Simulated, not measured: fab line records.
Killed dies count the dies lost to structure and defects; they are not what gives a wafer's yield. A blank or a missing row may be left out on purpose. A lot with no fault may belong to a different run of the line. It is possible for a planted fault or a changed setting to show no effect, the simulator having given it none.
Check for tools in common + flow berkeley-cmos170 + 39 wafers sampled across 13 lots

WHAT PROMPTED THE OPENING
UCB170_NVT_TW_MEAS_09, reading NVT_TW: flagged on 1 of 13 lots. Fault-free wafers read 519, with a standard deviation of 3.8.
Rule: a lot is flagged when every wafer of it that has a number lies more than 4 standard deviations from that mean, or none has a number. The other lots count as sound.

| lot  | measured     | on            | NVT_TW, wafer by wafer | flag    |
|------|--------------|---------------|------------------------|---------|
| L413 | day 6 19:13  | film-metro-03 | 524 526 522            |         |
| L412 | day 6 19:33  | film-metro-04 | 29 30 30               | FLAGGED |
| L419 | day 8 11:01  | film-metro-03 | 526 526 528            |         |
| L422 | day 8 20:09  | film-metro-04 | 517 518 516            |         |
| L421 | day 8 20:24  | film-metro-01 | 517 518 517            |         |
| L424 | day 9 06:23  | film-metro-01 | 520 519 519            |         |
| L425 | day 9 14:11  | film-metro-01 | 516 521 517            |         |
| L426 | day 9 14:23  | film-metro-04 | 514 516 512            |         |
| L427 | day 9 22:49  | film-metro-03 | 522 519 520            |         |
| L428 | day 9 23:04  | film-metro-03 | 519 520 521            |         |
| L429 | day 10 19:55 | film-metro-04 | 515 518 517            |         |
| L433 | day 11 00:40 | film-metro-01 | 516 518 518            |         |
| L435 | day 11 12:43 | film-metro-04 | 516 516 518            |         |
On average the flagged lots read 30, which is -489 against the usual, or -99 or more standard deviations.

TOOL THAT RAN EACH LOT
The record holds 3 process steps before the reading, out of a route of 331 steps. Every cell lists first the tool, next ch and the chambers used by the sampled wafers, and last the start.
| lot  | flag    | UCB170_ACTIVE_STRIP_16               | UCB170_NVT_EXPOSE_03              | UCB170_NVT_STRIP_08                  |
|------|---------|--------------------------------------|-----------------------------------|--------------------------------------|
| L413 |         | plasma-asher-02 ch 0,1, day 4 20:59  | krf-scanner-01 ch 0, day 6 18:24  | plasma-asher-03 ch 0,1, day 6 19:08  |
| L412 | FLAGGED | plasma-asher-01 ch 0,1, day 4 20:33  | krf-scanner-01 ch 0, day 6 18:54  | plasma-asher-04 ch 0,1, day 6 19:27  |
| L419 |         | plasma-asher-03 ch 0,1, day 6 17:41  | krf-scanner-01 ch 0, day 8 10:04  | plasma-asher-04 ch 0,1, day 8 10:45  |
| L422 |         | plasma-asher-02 ch 1, day 7 02:55    | krf-scanner-02 ch 0, day 8 19:29  | plasma-asher-04 ch 1, day 8 20:02    |
| L421 |         | plasma-asher-03 ch 0,1, day 7 02:41  | krf-scanner-01 ch 0, day 8 19:44  | plasma-asher-03 ch 0,1, day 8 20:19  |
| L424 |         | plasma-asher-02 ch 1, day 7 08:11    | krf-scanner-01 ch 0, day 9 04:47  | plasma-asher-04 ch 0,1, day 9 06:17  |
| L425 |         | plasma-asher-03 ch 0,1, day 7 20:36  | krf-scanner-01 ch 0, day 9 13:05  | plasma-asher-04 ch 0,1, day 9 14:04  |
| L426 |         | plasma-asher-01 ch 0, day 7 20:52    | krf-scanner-01 ch 0, day 9 13:11  | plasma-asher-03 ch 0,1, day 9 14:17  |
| L427 |         | plasma-asher-01 ch 0,1, day 8 06:52  | krf-scanner-02 ch 0, day 9 22:09  | plasma-asher-03 ch 0,1, day 9 22:42  |
| L428 |         | plasma-asher-02 ch 0,1, day 8 13:34  | krf-scanner-01 ch 0, day 9 22:23  | plasma-asher-02 ch 0,1, day 9 22:57  |
| L429 |         | plasma-asher-01 ch 0,1, day 9 03:44  | krf-scanner-01 ch 0, day 10 19:02 | plasma-asher-04 ch 0,1, day 10 19:49 |
| L433 |         | plasma-asher-01 ch 0,1, day 9 11:16  | krf-scanner-02 ch 0, day 10 23:27 | plasma-asher-03 ch 0,1, day 11 00:34 |
| L435 |         | plasma-asher-01 ch 0,1, day 10 02:14 | krf-scanner-01 ch 0, day 11 11:57 | plasma-asher-02 ch 0,1, day 11 12:36 |
What these steps do:
- UCB170_ACTIVE_STRIP_16: strips in O2.
- UCB170_NVT_EXPOSE_03: exposes mask PWELL, target cd 3000 nm.
- UCB170_NVT_STRIP_08: strips in O2.
- UCB170_NVT_TW_MEAS_09

FLAGGED OVER TOTAL, TOOL BY TOOL (the gauges that took the reading come last)
| step                   | tool            | lots run | flagged | share of the flagged lots | sound lots run after its first flagged lot  |
|------------------------|-----------------|----------|---------|---------------------------|---------------------------------------------|
| UCB170_ACTIVE_STRIP_16 | plasma-asher-01 | 6        | 1       | all                       | 5 (L426,L427,L429,L433,L435)                |
| UCB170_ACTIVE_STRIP_16 | plasma-asher-02 | 4        | 0       | none                      | -                                           |
| UCB170_ACTIVE_STRIP_16 | plasma-asher-03 | 3        | 0       | none                      | -                                           |
| UCB170_NVT_EXPOSE_03   | krf-scanner-01  | 10       | 1       | all                       | 8 (L419,L421,L424,L425,L426,L428,L429,L435) |
| UCB170_NVT_EXPOSE_03   | krf-scanner-02  | 3        | 0       | none                      | -                                           |
| UCB170_NVT_STRIP_08    | plasma-asher-02 | 2        | 0       | none                      | -                                           |
| UCB170_NVT_STRIP_08    | plasma-asher-03 | 5        | 0       | none                      | -                                           |
| UCB170_NVT_STRIP_08    | plasma-asher-04 | 6        | 1       | all                       | 5 (L419,L422,L424,L425,L429)                |
| UCB170_NVT_TW_MEAS_09  | film-metro-01   | 4        | 0       | none                      | -                                           |
| UCB170_NVT_TW_MEAS_09  | film-metro-03   | 4        | 0       | none                      | -                                           |
| UCB170_NVT_TW_MEAS_09  | film-metro-04   | 5        | 1       | all                       | 4 (L422,L426,L429,L435)                     |

WHAT THE TABLE ALLOWS
4 rows of the table ran every flagged lot: plasma-asher-01 at UCB170_ACTIVE_STRIP_16, krf-scanner-01 at UCB170_NVT_EXPOSE_03, plasma-asher-04 at UCB170_NVT_STRIP_08, film-metro-04 at UCB170_NVT_TW_MEAS_09.
- plasma-asher-01 at UCB170_ACTIVE_STRIP_16: 1 of its 6 lots flagged. Lots that were sound ran on it after the first flagged one (L426, L427, L429, L433, L435); a persistent fault on the entire tool would not allow that.
- krf-scanner-01 at UCB170_NVT_EXPOSE_03: 1 of its 10 lots flagged. Lots that were sound ran on it after the first flagged one (L419, L421, L424, L425, L426, L428, L429, L435); a persistent fault on the entire tool would not allow that.
- plasma-asher-04 at UCB170_NVT_STRIP_08: 1 of its 6 lots flagged. Lots that were sound ran on it after the first flagged one (L419, L422, L424, L425, L429); a persistent fault on the entire tool would not allow that.
- film-metro-04 at UCB170_NVT_TW_MEAS_09: 1 of its 5 lots flagged. Lots that were sound ran on it after the first flagged one (L422, L426, L429, L435); a persistent fault on the entire tool would not allow that.
Every row of the table either missed a flagged lot or ran a sound lot after the first.

WHAT THE SIMULATOR PUT IN
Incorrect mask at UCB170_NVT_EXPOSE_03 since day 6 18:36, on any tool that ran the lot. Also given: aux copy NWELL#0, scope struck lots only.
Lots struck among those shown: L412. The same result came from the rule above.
